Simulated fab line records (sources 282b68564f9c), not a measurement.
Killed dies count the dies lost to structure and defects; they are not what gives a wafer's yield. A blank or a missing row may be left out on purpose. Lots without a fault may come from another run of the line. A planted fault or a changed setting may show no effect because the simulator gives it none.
fab line records	flow rit-cmos
record: lots: 13	wafers: 39	last-day: 7
route steps=202 shown GATE@93 NLDD@112 SILICIDE@162 M1@202
lots that met no fault: from a run of the same line without faults
start-h: the number of hours between the record's first day and the start of the first shown wafer of the lot	wait-h: hours elapsed since this lot's preceding step	" repeats the value in the row above	L1.1+2: one row covering several wafers at once	- value missing, or start not given	* or withheld: withheld	< > ~ a bound
route shown NAME@n: names a module that has steps shown in the file, with the first one's number in the route	usual: mean and standard deviation over wafers with no fault	same: alike in all rows	chamber/n: place in a boat	sites: readings site by site	_std_site: the standard deviation of these	_edge_site: the outer-site mean with the inner-site mean subtracted	radius-mm: how far each site lies from the wafer's centre	mask NAME#n: copy n	behind: tool/chamber where the wafer was last shaped	hold: what put the lot on hold/how long, in hours/how the hold closed	device: whichever transistor did not switch (one of n, p or np)	end of line: the route-end tests of the same wafers	a step given without rows: its recipe and nothing more	killed: dies that structure and defects cost at the first sort, which is not the same as the wafer's yield	map: per-die view of a wafer (x killed, . not killed, _ where there is no die)
set.NAME: the setting as run; set.NAME@STEP: as run at that earlier step	model.NAME: the simulator's own value behind a step, which no gauge read
a sample of lots followed through the steps of the route, with each step as a table and each wafer as a row
services: when a tool's chamber went out of use (start-h, in hours from the record's first day, below 0 if earlier), for how many hours, and the reason
== steps ==
step: RIT_GATE_OVL_MEAS_17
usual: GATE_OVL: -0.9/1.4
lot.wafer	tool	chamber	start-h	wait-h	GATE_OVL[nm]
L776.2	overlay-02	-	58.97	0.1	0.0
L776.3	"	-	"	"	-0.7
L776.6	"	-	"	"	0.1
L777.4	overlay-02	-	70.65	0.1	1.5
L777.5	"	-	"	"	0.5
L777.6	"	-	"	"	1.5
L778.3	overlay-01	-	75.53	0.1	-1.0
L778.4	"	-	"	"	-2.0
L778.6	"	-	"	"	-1.0
L779.1	overlay-02	-	86.65	0.1	0.3
L779.4	"	-	"	"	-0.7
L779.6	"	-	"	"	-0.3
L780.4	overlay-01	-	86.78	0.1	0.3
L780.5	"	-	"	"	1.8
L780.6	"	-	"	"	0.7
L784.1	overlay-02	-	93.59	0.1	1.4
L784.2	"	-	"	"	2.2
L784.5	"	-	"	"	1.0
L783.1	overlay-02	-	93.82	0.1	-1.5
L783.3	"	-	"	"	-1.8
L783.4	"	-	"	"	-2.0
L790.3	overlay-02	-	129.47	0.1	-1.7
L790.4	"	-	"	"	-1.1
L790.5	"	-	"	"	-2.0
L793.3	overlay-02	-	138.41	0.1	-2.3
L793.4	"	-	"	"	-1.3
L793.6	"	-	"	"	-2.3
L794.3	overlay-02	-	141.61	0.1	-1.5
L794.4	"	-	"	"	-1.1
L794.5	"	-	"	"	-1.1
L796.1	overlay-02	-	146.40	0.1	-1.7
L796.3	"	-	"	"	-3.0
L796.6	"	-	"	"	-4.0
L797.3	overlay-02	-	155.04	0.1	-0.7
L797.5	"	-	"	"	-1.5
L797.6	"	-	"	"	0.6
L798.1	overlay-02	-	156.92	0.1	-2.0
L798.2	"	-	"	"	-2.1
L798.3	"	-	"	"	-1.1
step: RIT_NLDD_STRIP_09
recipe: chemistry: O2	time-s: 180	resist: NOVOLAK	platen-temp-c: withheld	power-w: 500	pressure-mtorr: 4000	o2-flow-sccm: 4000
usual: drypump-motor-current-A: 5.7/0.47	rf-refl-power-W: 7.5/0.66
lot.wafer	tool	chamber	start-h	wait-h	drypump-motor-current-A	rf-hours-counter-h	rf-refl-power-W
L776.2	plasma-asher-04	0	66.88	0.1	5.3	41	6.8
L776.3	"	1	"	"	5.7	-	8.5
L776.6	"	1	"	"	5.7	-	8.3
L777.4	plasma-asher-01	0	84.99	0.1	6.0	-	7.8
L777.5	"	0	"	"	5.9	-	8.1
L777.6	"	1	"	"	5.0	-	6.9
L778.3	plasma-asher-04	1	85.11	0.1	5.7	-	8.2
L778.4	"	0	"	"	5.3	-	6.9
L778.6	"	1	"	"	5.8	-	8.2
L779.1	plasma-asher-02	1	91.72	0.1	6.5	45	7.8
L779.4	"	1	"	"	6.5	-	8.0
L779.6	"	1	"	"	6.5	-	7.8
L780.4	plasma-asher-02	0	94.73	0.1	5.5	-	8.3
L780.5	"	0	"	"	5.5	-	8.2
L780.6	"	1	"	"	6.5	-	7.8
L783.1	plasma-asher-04	0	100.35	0.1	5.3	45	6.8
L783.3	"	1	"	"	5.7	-	8.2
L783.4	"	0	"	"	5.4	-	6.8
L784.1	plasma-asher-02	1	100.44	0.1	6.5	47	7.8
L784.2	"	0	"	"	5.5	47	8.1
L784.5	"	0	"	"	5.5	-	8.0
L790.3	plasma-asher-04	0	134.93	0.1	5.4	-	6.7
L790.4	"	1	"	"	5.7	-	8.4
L790.5	"	1	"	"	5.7	-	8.3
L793.3	plasma-asher-01	1	143.35	0.1	5.0	-	6.1
L793.4	"	0	"	"	6.0	-	7.9
L793.6	"	0	"	"	6.0	-	8.1
L794.3	plasma-asher-01	1	147.64	0.1	5.0	-	6.3
L794.4	"	0	"	"	6.0	-	7.8
L794.5	"	1	"	"	5.0	-	6.8
L796.1	plasma-asher-01	0	152.03	0.1	6.0	37	7.7
L796.3	"	0	"	"	6.0	-	7.8
L796.6	"	0	"	"	6.0	-	7.9
L797.3	plasma-asher-02	1	159.97	0.1	6.5	-	7.8
L797.5	"	1	"	"	6.5	-	7.8
L797.6	"	0	"	"	5.5	-	7.8
L798.1	plasma-asher-01	1	162.29	0.1	5.0	39	6.8
L798.2	"	0	"	"	6.0	39	7.7
L798.3	"	0	"	"	6.0	-	7.6
step: RIT_SILICIDE_SPUTTER_01
recipe: material: Ti	target-thk-nm: 30	power-w: 350	chamber-pressure-pa: 0.667	gas: Ar	time-s: 240	substrate-temp-c: 25
usual: chamber-pressure-pa: 0.6670/0.0014	throttle-valve-pct: 29.9/1.4
lot.wafer	tool	chamber	start-h	wait-h	chamber-pressure-pa	throttle-valve-pct
L776.2	pvd-sputter-01	-	75.21	0.0	0.6693	28.7
L776.3	"	-	"	"	0.6677	28.1
L776.6	"	-	"	"	0.6678	32.4
L777.4	pvd-sputter-02	-	93.20	0.0	0.6688	31.0
L777.5	"	-	"	"	0.6689	31.3
L777.6	"	-	"	"	0.6663	30.2
L778.3	pvd-sputter-01	-	93.31	0.0	0.6700	29.5
L778.4	"	-	"	"	0.6660	28.5
L778.6	"	-	"	"	0.6644	28.6
L779.1	pvd-sputter-02	-	100.93	0.0	0.6681	31.2
L779.4	"	-	"	"	0.6667	30.8
L779.6	"	-	"	"	0.6666	30.1
L780.4	pvd-sputter-04	-	114.52	0.0	0.6686	30.2
L780.5	"	-	"	"	0.6658	30.1
L780.6	"	-	"	"	0.6674	28.5
L783.1	pvd-sputter-02	-	114.81	0.0	0.6658	31.5
L783.3	"	-	"	"	0.6662	30.1
L783.4	"	-	"	"	0.6666	31.0
L784.1	pvd-sputter-01	-	114.82	0.0	0.6694	32.0
L784.2	"	-	"	"	0.6672	28.2
L784.5	"	-	"	"	0.6670	27.8
L790.3	pvd-sputter-01	-	143.32	0.0	0.6664	29.2
L790.4	"	-	"	"	0.6673	28.2
L790.5	"	-	"	"	0.6664	28.6
L793.3	pvd-sputter-04	-	151.71	0.0	0.6640	29.8
L793.4	"	-	"	"	0.7241	27.5
L793.6	"	-	"	"	0.7228	27.4
L794.3	pvd-sputter-01	-	156.07	0.0	0.6653	27.8
L794.4	"	-	"	"	0.6663	32.4
L794.5	"	-	"	"	0.6679	32.3
L796.1	pvd-sputter-02	-	161.68	0.0	0.6676	31.0
L796.3	"	-	"	"	0.6645	31.4
L796.6	"	-	"	"	0.6670	31.4
L797.3	pvd-sputter-01	-	167.94	0.0	0.6689	28.1
L797.5	"	-	"	"	0.6683	28.1
L797.6	"	-	"	"	0.6667	28.3
L798.1	pvd-sputter-02	-	170.49	0.0	0.6653	30.1
L798.2	"	-	"	"	0.6640	31.3
L798.3	"	-	"	"	0.6663	30.9
step: RIT_SILICIDE_RS_MEAS_02
recipe: thk-meas-gauge: four-point-probe	reads: Ti_of_SILICIDE_SPUTTER_01
usual: SILICIDE_TI_RS: 47.8/0.93
lot.wafer	tool	chamber	start-h	wait-h	SILICIDE_TI_RS[ohm/sq]
L776.2	film-metro-04	-	75.38	0.1	48.1
L776.3	"	-	"	"	47.6
L776.6	"	-	"	"	46.3
L777.4	film-metro-04	-	93.41	0.1	49.4
L777.5	"	-	"	"	48.0
L777.6	"	-	"	"	47.2
L778.3	film-metro-03	-	93.50	0.1	49.4
L778.4	"	-	"	"	48.4
L778.6	"	-	"	"	48.3
L779.1	film-metro-04	-	101.08	0.1	47.1
L779.4	"	-	"	"	48.0
L779.6	"	-	"	"	46.0
L780.4	film-metro-04	-	114.73	0.1	48.9
L780.5	"	-	"	"	49.6
L780.6	"	-	"	"	47.7
L783.1	film-metro-01	-	114.96	0.1	47.4
L783.3	"	-	"	"	46.6
L783.4	"	-	"	"	48.5
L784.1	film-metro-04	-	114.97	0.1	46.8
L784.2	"	-	"	"	48.1
L784.5	"	-	"	"	47.4
L790.3	film-metro-04	-	143.51	0.1	48.3
L790.4	"	-	"	"	48.1
L790.5	"	-	"	"	48.3
L793.3	film-metro-01	-	151.90	0.1	49.1
L793.4	"	-	"	"	56.3
L793.6	"	-	"	"	57.2
L794.3	film-metro-04	-	156.26	0.1	48.1
L794.4	"	-	"	"	46.2
L794.5	"	-	"	"	47.0
L796.1	film-metro-04	-	161.83	0.1	47.9
L796.3	"	-	"	"	46.8
L796.6	"	-	"	"	47.0
L797.3	film-metro-04	-	168.13	0.1	48.0
L797.5	"	-	"	"	47.6
L797.6	"	-	"	"	47.7
L798.1	film-metro-04	-	170.64	0.1	46.2
L798.2	"	-	"	"	46.0
L798.3	"	-	"	"	47.2
step: RIT_SILICIDE_RTA_04
recipe: temp-c: 650	time-s: 10	idle-temp-c: 25	ramp-up-s: 5	ramp-down-s: 5	cool-to-c: 25	ambient: N2
usual: chamber-o2-ppm: 1.997/0.022	wafer_temp_C_max: 654.3/0.81
lot.wafer	tool	chamber	start-h	wait-h	chamber-o2-ppm	wafer_temp_C_max
L776.2	rtp-anneal-01	0	75.55	0.1	1.999	653.9
L776.3	"	0	"	"	2.015	655.5
L776.6	"	0	"	"	2.017	654.1
L777.4	rtp-anneal-01	0	93.56	0.1	2.019	654.2
L777.5	"	0	"	"	2.027	654.2
L777.6	"	0	"	"	2.007	653.2
L778.3	rtp-anneal-02	0	93.66	0.1	1.961	653.7
L778.4	"	0	"	"	1.979	655.2
L778.6	"	0	"	"	1.979	653.9
L779.1	rtp-anneal-01	0	101.26	0.1	1.990	655.2
L779.4	"	0	"	"	2.019	655.0
L779.6	"	0	"	"	1.981	655.0
L780.4	rtp-anneal-01	0	114.88	0.1	2.044	654.5
L780.5	"	0	"	"	2.023	655.1
L780.6	"	0	"	"	2.011	652.2
L783.1	rtp-anneal-01	0	115.14	0.1	1.996	654.1
L783.3	"	0	"	"	1.933	653.5
L783.4	"	0	"	"	1.993	654.5
L784.1	rtp-anneal-02	0	115.15	0.1	1.959	654.1
L784.2	"	0	"	"	1.980	653.0
L784.5	"	0	"	"	1.959	656.5
L790.3	rtp-anneal-01	0	143.67	0.1	1.986	652.9
L790.4	"	0	"	"	1.982	654.4
L790.5	"	0	"	"	1.964	655.0
L793.3	rtp-anneal-02	0	152.06	0.1	1.991	656.2
L793.4	"	0	"	"	1.997	655.3
L793.6	"	0	"	"	2.015	654.1
L794.3	rtp-anneal-01	0	156.43	0.1	2.003	655.2
L794.4	"	0	"	"	1.979	656.3
L794.5	"	0	"	"	1.993	654.6
L796.1	rtp-anneal-01	0	162.01	0.1	1.958	654.2
L796.3	"	0	"	"	1.971	653.3
L796.6	"	0	"	"	2.030	654.7
L797.3	rtp-anneal-02	0	168.29	0.1	1.997	654.0
L797.5	"	0	"	"	1.999	655.5
L797.6	"	0	"	"	1.987	652.4
L798.1	rtp-anneal-01	0	170.82	0.1	2.023	655.5
L798.2	"	0	"	"	2.029	654.5
L798.3	"	0	"	"	2.019	653.8
step: RIT_M1_PROBE_99
usual: killed-at-contacts: 0.1/0.25	killed-at-front-end: 7/3.1	killed-dies: 7/3.2	killed-open: 3.3/2	killed-short: 3.5/2
same: gross-dies: 264	killed_at_M0_to_M3: 0	killed_at_M4_up: 0	killed-at-back-side: 0	killed-at-other: 0
lot.wafer	tool	chamber	start-h	wait-h	killed-at-contacts	killed-at-front-end	killed-dies	killed-open	killed-short
L778.3	prober-01	-	100.42	0.2	0	9	9	6	3
L778.4	prober-01	-	100.47	0.2	0	8	8	6	2
L778.6	prober-01	-	100.57	0.2	0	5	5	1	4
L783.1	prober-01	-	128.26	0.1	0	8	8	4	4
L783.3	prober-01	-	128.36	0.2	0	3	3	2	1
L783.4	prober-01	-	128.41	0.2	0	9	9	4	5
L780.4	prober-02	-	128.41	0.2	0	7	7	0	7
L780.5	prober-02	-	128.46	0.2	0	6	6	2	4
L780.6	prober-02	-	128.51	0.2	0	3	3	2	1
L793.3	prober-01	-	158.99	0.2	0	5	5	1	4
L793.4	prober-01	-	159.04	0.2	0	9	9	5	4
L793.6	prober-01	-	159.14	0.2	1	10	11	6	5
L794.3	prober-02	-	163.51	0.2	0	5	5	3	2
L794.4	prober-02	-	163.56	0.2	0	6	6	3	3
L794.5	prober-02	-	163.61	0.2	0	10	10	3	7
L796.1	prober-02	-	168.84	0.1	0	8	8	4	4
L796.3	prober-02	-	168.94	0.2	0	4	4	1	3
L796.6	prober-02	-	169.09	0.2	0	6	6	2	4
L797.3	prober-01	-	174.80	0.2	0	5	5	2	3
L797.5	prober-01	-	174.90	0.2	0	5	5	4	1
L797.6	prober-01	-	174.95	0.2	0	6	6	3	3
killed by level:class
L778.3 FOX1:geometric-particle:open=2 REOX:geometric-particle:open=2 SPACER:geometric-particle:short=2 GATE:geometric-particle:open=1 GATE:geometric-particle:short=1 SPACER:geometric-particle:open=1
L778.4 SILICIDE:geometric-particle:open=2 FOX1:geometric-particle:open=1 FOX2:geometric-particle:open=1 GATE:geometric-particle:open=1 GATE:geometric-particle:short=1 REOX:geometric-particle:open=1 REOX:geometric-particle:short=1
L778.6 GATE:geometric-particle:short=3 SILICIDE:geometric-particle:open=1 SILICIDE:geometric-particle:short=1
L783.1 FOX1:geometric-particle:short=2 GATE:geometric-particle:open=2 FOX1:geometric-particle:open=1 REOX:geometric-particle:short=1 REOX:geometric-particle:open=1 SILICIDE:geometric-particle:short=1
L783.3 SPACER:geometric-particle:short=1 SPACER:geometric-particle:open=1 SILICIDE:geometric-particle:open=1
L780.4 GATE:geometric-particle:short=2 SILICIDE:geometric-particle:short=2 FOX1:geometric-particle:short=1 FOX2:geometric-particle:short=1 SPACER:geometric-particle:short=1
L783.4 GATE:geometric-particle:short=3 SPACER:geometric-particle:open=2 FOX2:geometric-particle:open=1 GATE:geometric-particle:open=1 REOX:geometric-particle:short=1 SPACER:geometric-particle:short=1
L780.5 GATE:geometric-particle:open=2 SILICIDE:geometric-particle:short=2 FOX1:geometric-particle:short=1 GATE:geometric-particle:short=1
L780.6 GATE:geometric-particle:open=1 REOX:geometric-particle:short=1 REOX:geometric-particle:open=1
L793.3 GATE:geometric-particle:short=2 REOX:geometric-particle:short=2 REOX:geometric-particle:open=1
L793.4 REOX:geometric-particle:open=2 SILICIDE:geometric-particle:open=2 FOX2:geometric-particle:short=1 GATE:geometric-particle:open=1 REOX:geometric-particle:short=1 SPACER:geometric-particle:short=1 SILICIDE:geometric-particle:short=1
L793.6 FOX1:geometric-particle:open=2 GATE:geometric-particle:open=2 FOX1:geometric-particle:short=1 GATE:geometric-particle:short=1 REOX:geometric-particle:short=1 REOX:geometric-particle:open=1 SPACER:geometric-particle:open=1 SPACER:geometric-particle:short=1
L794.3 GATE:geometric-particle:open=2 FOX2:geometric-particle:short=1 REOX:geometric-particle:short=1 SPACER:geometric-particle:open=1
L794.4 SILICIDE:geometric-particle:short=3 REOX:geometric-particle:open=2 GATE:geometric-particle:open=1
L794.5 GATE:geometric-particle:short=3 FOX2:geometric-particle:open=2 REOX:geometric-particle:short=2 SPACER:geometric-particle:short=2 SPACER:geometric-particle:open=1
L796.1 FOX1:geometric-particle:short=2 GATE:geometric-particle:open=2 FOX1:geometric-particle:open=1 GATE:geometric-particle:short=1 SPACER:geometric-particle:open=1 SILICIDE:geometric-particle:short=1
L796.3 SILICIDE:geometric-particle:short=2 REOX:geometric-particle:short=1 SPACER:geometric-particle:open=1
L796.6 GATE:geometric-particle:short=2 FOX1:geometric-particle:open=1 FOX2:geometric-particle:open=1 FOX2:geometric-particle:short=1 SILICIDE:geometric-particle:short=1
L797.3 REOX:geometric-particle:short=2 GATE:geometric-particle:short=1 REOX:geometric-particle:open=1 SILICIDE:geometric-particle:open=1
L797.5 SILICIDE:geometric-particle:open=3 FOX1:geometric-particle:open=1 FOX2:geometric-particle:short=1
L797.6 SILICIDE:geometric-particle:open=2 GATE:geometric-particle:open=1 REOX:geometric-particle:short=1 SPACER:geometric-particle:short=1 SILICIDE:geometric-particle:short=1
== services ==
tool	chamber	start-h	hours	kind
pvd-sputter-01	-	49.94	3.9	repair
pvd-sputter-02	-	102.47	2.1	repair
plasma-asher-02	-	108.75	9.0	pm
plasma-asher-02	0	108.75	9.0	vent-cycle
plasma-asher-02	1	108.75	9.0	vent-cycle
pvd-sputter-02	-	112.11	2.4	repair
plasma-asher-01	-	112.30	2.8	pm
plasma-asher-02	0	117.75	-	clean
plasma-asher-02	1	117.75	-	clean
pvd-sputter-01	-	130.93	2.0	repair
pvd-sputter-01	-	133.63	0.8	repair
== key ==
first-sign: step: RIT_SILICIDE_SPUTTER_01	reading: chamber-pressure-pa	direction: up	sigmas: 41	usual: 0.6670	struck: 0.7235
effect: step: RIT_SILICIDE_RS_MEAS_02	reading: SILICIDE_TI_RS	direction: up	sigmas: 9.7	usual: 47.8	struck: 56.7
met-at RIT_SILICIDE_SPUTTER_01
struck-lots L793
struck-wafers L793.4,L793.6
tester-left-out L793
not-acting-at RIT_GATE_OVL_MEAS_17,RIT_NLDD_STRIP_09,RIT_SILICIDE_RTA_04
onset-between 114.52 151.71
fault: kind: process-parameter-drift	tool: pvd-sputter-04	chamber: -	onset-h: 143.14	steps: RIT_SILICIDE_SPUTTER_01	channel: chamber-pressure-pa	offset: 0.054986	shape: step	end-h: 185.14	acts-in: these-recipes-only	stated: 0.667	scope: struck-wafers-only
tester-left-out: of these lots the tester's yield and bins aren't shown, on N5 and GAA mostly nor the transistor test; their killed dies are dies lost to structure and defects alone, not to doping, threshold or leakage, so they don't give the yield
